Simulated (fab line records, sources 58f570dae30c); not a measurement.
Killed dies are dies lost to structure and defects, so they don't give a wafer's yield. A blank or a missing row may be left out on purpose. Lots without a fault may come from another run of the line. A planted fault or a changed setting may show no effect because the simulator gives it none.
Which tool did it? | flow berkeley_cmos170 | 7 lots, 21 wafers sampled, at 2 steps of a route of 331

WHAT THE GAUGES READ, wafer by wafer
UCB170_START_THK_MEAS_03.
lot  | measured    | on            | START_OXIDE_THK (nm)
L609 | day 1 22:01 | film_metro-03 | 19.7 19.6 20.0
L611 | day 2 02:39 | film_metro-01 | 19.9 20.3 19.8
L613 | day 2 13:37 | film_metro-02 | 20.0 20.4 20.0
L618 | day 3 17:58 | film_metro-03 | 22.9 22.7 22.5 22.9 22.6 22.4
L625 | day 5 04:29 | film_metro-01 | 20.4 20.5 20.5
L629 | day 6 00:56 | film_metro-03 | 20.4 20.1 20.5
L631 | day 6 10:55 | film_metro-02 | 19.0 18.9 19.0

WHICH TOOL RAN EACH LOT (tool, then ch and the chambers of the sampled wafers, then the start)
lot  | UCB170_START_OXIDATION_02
L609 | furnace-02 ch 0, day 1 20:31
L611 | furnace-04 ch 0, day 2 01:09
L613 | furnace-04 ch 0, day 2 12:06
L618 | furnace-04 ch 0, day 3 16:28
L625 | furnace-01 ch 0, day 5 02:59
L629 | furnace-01 ch 0, day 5 23:26
L631 | furnace-02 ch 0, day 6 09:23
- UCB170_START_OXIDATION_02: target thk 20 nm, ox time 1800 s.

THE ANSWER, worked out from the rows above alone
Rule: what is usual is taken from the lots themselves. Put in order of their means at a reading, lots are off if they are a third of the lots or fewer, leave a main group of 4 or more, and stand apart from it by a gap of 3 or more times the standard deviation of the main group's means; of several such gaps the widest counts. A main group whose means are all the same, to the digits that the tables above print for the reading, isn't used. A lot without any number at a reading at which 4 lots or more have one is off too. The other lots that the step has rows for count as sound.
Off: L618, at UCB170_START_THK_MEAS_03 (START_OXIDE_THK). The main group: mean 19.9 nm, standard deviation 0.49.
A tool fits if, at a process step before that reading, it ran every lot that is off, and no sound lot after the first of them. The gauges at UCB170_START_THK_MEAS_03 are tried like those tools. One fits: furnace-04 at UCB170_START_OXIDATION_02. Its last sound lot is L613 (day 2 12:06), its first lot that is off L618 (day 3 16:28): a fault that began between those two fits.

WHAT THE SIMULATOR HAD PUT IN
Process parameter drift: furnace-04, from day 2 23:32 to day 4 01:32, at UCB170_START_OXIDATION_02. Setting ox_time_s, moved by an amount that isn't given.
Lots struck among those shown: L618. The rule above found the same.
